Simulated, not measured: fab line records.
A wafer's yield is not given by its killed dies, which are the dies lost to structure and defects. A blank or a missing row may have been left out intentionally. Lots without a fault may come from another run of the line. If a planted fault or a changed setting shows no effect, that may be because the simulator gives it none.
2 desks looking at one fault + flow rit cmos + each desk holds nothing but its own numbers, with what lay behind them at the end

## AT THE METROLOGY DESK
Means of the sampled wafers that have a number, per lot and without regard to the tool the lot ran on: this is what the gauges read. If a lot's mean is further than 4 standard deviations from the usual mean, the lot is out of limits and carries the mark OUT (the distance appears in the brackets).
Columns: A = NSD_TW at RIT_NSD_TW_MEAS_10, usual 3137; B = NSD_RS at RIT_SDANNEAL_RS_MEAS_05, usual 84.5 ohm/sq
| lot  | first seen here | A               | B               |
|------|-----------------|-----------------|-----------------|
| L681 | day 3 16:10     | 3135            | 84.0            |
| L682 | day 3 16:28     | 3133            | 84.6            |
| L683 | day 4 04:07     | 3118            | 84.5            |
| L684 | day 4 06:41     | 3128            | 84.8            |
| L685 | day 4 11:00     | 3119            | 84.5            |
| L686 | day 4 16:08     | 3140            | 84.4            |
| L689 | day 5 07:27     | 3150            | 84.5            |
| L690 | day 5 13:34     | 3147            | 84.2            |
| L691 | day 5 16:56     | 3147            | 84.3            |
| L692 | day 5 19:46     | 3116            | 85.2            |
| L695 | day 6 13:50     | 3151            | 84.5            |
| L698 | day 7 05:22     | 3258 (+9.3) OUT | 82.9 (-4.9) OUT |
| L701 | day 7 18:39     | 3125            | 84.4            |
| L702 | day 7 23:47     | 3259 (+9.4) OUT | 82.5 (-6.1) OUT |
This desk finds L698, L702 out of limits, with the earliest case on L698 at day 7 05:22 (NSD_TW at RIT_NSD_TW_MEAS_10). L681, L682, L683, L684, L685, L686, L689, L690, L691, L692, L695, L701 stayed within limits.

## AT THE TOOL OWNER'S DESK: implanter-02
The tool's own readings at RIT_NSD_IMPLANT_08, given as means over the sampled wafers that have a number, one for each lot that went through this tool. If a lot's mean is further than 4 standard deviations from the usual mean, the lot is out of limits and carries the mark OUT (the distance appears in the brackets).
Columns: A = beam energy keV at RIT_NSD_IMPLANT_08, usual 25.001
| lot  | first seen here | A                        |
|------|-----------------|--------------------------|
| L682 | day 3 16:10     | 24.984                   |
| L683 | day 4 03:47     | 25.000                   |
| L684 | day 4 06:23     | 24.990                   |
| L690 | day 5 13:06     | 25.008                   |
| L691 | day 5 16:37     | 25.004                   |
| L698 | day 7 05:04     | 29.170 (+99 or more) OUT |
| L702 | day 7 23:27     | 29.180 (+99 or more) OUT |
This desk finds L698, L702 out of limits, L698 being first, at day 7 05:04 (beam energy keV at RIT_NSD_IMPLANT_08). L682, L683, L684, L690, L691 stayed within limits.

## BROUGHT TOGETHER
The tool owner's desk had the chance to raise an alarm at day 7 05:04 on L698, L702.
An alarm was possible from the metrology desk at day 7 05:22, on L698, L702.
On implanter-02, each named lot ran RIT_NSD_IMPLANT_08.

## WHAT WAS PUT IN BY THE SIMULATOR
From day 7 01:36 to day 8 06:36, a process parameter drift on implanter-02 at RIT_NSD_IMPLANT_08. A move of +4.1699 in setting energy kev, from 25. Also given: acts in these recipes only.
Lots struck among those shown: L698, L702.
Time in hours from fault onset to the first out-of-limits reading at each desk: tool owner's desk 3, metrology desk 4.
